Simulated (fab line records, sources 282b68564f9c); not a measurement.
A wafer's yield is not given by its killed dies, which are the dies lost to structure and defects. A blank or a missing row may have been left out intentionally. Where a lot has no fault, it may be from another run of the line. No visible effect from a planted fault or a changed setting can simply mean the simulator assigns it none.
Which of the tools did it? ; flow ritCmos ; 7 lots (21 wafers sampled), 1 step of a 202-step route

== WHAT EACH GAUGE READ, for each wafer ==
RIT_GATE_OVL_MEAS_17.
lot;measured;on;GATE_OVL (nm)
L960;day 2 20:21;overlay-02;-0.4 -1.3 -3.1
L964;day 3 17:34;overlay-02;-1.2 -2.3 -0.9
L966;day 4 04:19;overlay-02;1.6 1.4 1.7
L968;day 4 16:14;overlay-02;0.5 1.2 1.7
L971;day 5 04:52;overlay-01;-1.6 -2.3 -1.1
L977;day 7 00:36;overlay-02;-0.7 -0.9 1.2
L980;day 7 19:21;overlay-01;0.0 -0.1 -1.7

== WHAT TOOL EACH LOT RAN ON (gives the tool, then ch and the chambers of the sampled wafers, and finally the start) ==
There is no process step in the record ahead of these readings.

== THE ANSWER, worked out from the rows above alone ==
Rule: the lots themselves supply what counts as usual. The widest of any qualifying gaps counts: lots, ordered by their means at a reading, are off when they make up no more than a third of the lots, leave a main group of 4 or more, and stand apart from it by 3 or more times the standard deviation of that group's means. A main group is skipped when, at the precision printed for the reading in the tables above, its means are all equal. A lot without any number at a reading at which 4 lots or more have one is off too. Any other lot the step has rows for is counted as sound.
None of the lots is off at any reading shown; this tells nothing.

== WHAT HAD BEEN PUT IN BY THE SIMULATOR ==
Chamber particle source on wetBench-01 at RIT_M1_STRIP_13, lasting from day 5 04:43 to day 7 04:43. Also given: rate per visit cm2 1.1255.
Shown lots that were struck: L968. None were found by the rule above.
